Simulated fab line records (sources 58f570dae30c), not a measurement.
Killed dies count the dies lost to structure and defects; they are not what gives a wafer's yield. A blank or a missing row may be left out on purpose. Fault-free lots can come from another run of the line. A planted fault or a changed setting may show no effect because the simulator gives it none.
Which tool did it? | flow berkeleyCmos170 | 7 lots, 21 wafers sampled, at 3 steps of a route of 331

## WHAT EACH GAUGE READ, for each wafer
UCB170_V1_THK_MEAS_04.
lot  | measured     | on           | V1_POLISHED_THK (nm)
L334 | day 8 23:02  | filmMetro-01 | 1000.5 1000.1 999.2
L335 | day 9 01:43  | filmMetro-01 | 999.3 1000.2 999.0
L337 | day 9 22:30  | filmMetro-01 | 1000.2 999.8 1000.3
L341 | day 11 00:20 | filmMetro-02 | 1346.9 1000.5 998.4
L344 | day 11 07:25 | filmMetro-02 | 998.7 998.9 998.8
L348 | day 12 11:37 | filmMetro-02 | 997.2 997.5 999.3
L355 | day 13 11:02 | filmMetro-01 | 999.9 999.3 999.9

## EACH LOT AND THE TOOL THAT RAN IT (in order: tool; ch and the chambers of the sampled wafers; start)
lot  | UCB170_CONTACT_RTA_08           | UCB170_V1_CMP_02
L334 | rtpAnneal-01 ch 0, day 8 17:37  | cmp-01 ch 2,3, day 8 22:37
L335 | rtpAnneal-01 ch 0, day 8 19:27  | cmp-02 ch 1,3, day 9 01:17
L337 | rtpAnneal-01 ch 0, day 9 15:56  | cmp-02 ch 0,1,2, day 9 22:08
L341 | rtpAnneal-02 ch 0, day 10 18:50 | cmp-02 ch 0,1,3, day 10 23:55
L344 | rtpAnneal-01 ch 0, day 11 02:10 | cmp-01 ch 0,1,3, day 11 07:03
L348 | rtpAnneal-02 ch 0, day 12 05:35 | cmp-01 ch 0,1,2, day 12 11:14
L355 | rtpAnneal-01 ch 0, day 13 03:08 | cmp-01 ch 1,2, day 13 10:37
- UCB170_CONTACT_RTA_08: time 10 s.
- UCB170_V1_CMP_02: polishes SiO2.

## THE ANSWER, worked out from the rows above alone
Rule: usual is defined by the lots themselves. Put in order of their means at a reading, lots are off if they are a third of the lots or fewer, leave a main group of 4 or more, and stand apart from it by a gap of 3 or more times the standard deviation of the main group's means; of several such gaps the widest counts. A main group is skipped when, at the precision printed for the reading in the tables above, its means are all equal. Also off: a lot with no number at a reading for which 4 or more lots have one. Any other lot the step has rows for is counted as sound.
Off: L341, at UCB170_V1_THK_MEAS_04 (V1_POLISHED_THK). The main group has a mean of 999.3 nm with a standard deviation of 0.73.
A tool fits if, at a process step before that reading, it ran every lot that is off, and no sound lot after the first of them. Gauges at UCB170_V1_THK_MEAS_04: tried the same way as those tools. One fits: UCB170_V1_CMP_02 on cmp-02. A fault onset in the window from L337 (day 9 22:08, its last sound lot) to L341 (day 10 23:55, its first lot off) fits.

## WHAT WAS PUT IN BY THE SIMULATOR
cmp-02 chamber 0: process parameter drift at UCB170_V1_CMP_02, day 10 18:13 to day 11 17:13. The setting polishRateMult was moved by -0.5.
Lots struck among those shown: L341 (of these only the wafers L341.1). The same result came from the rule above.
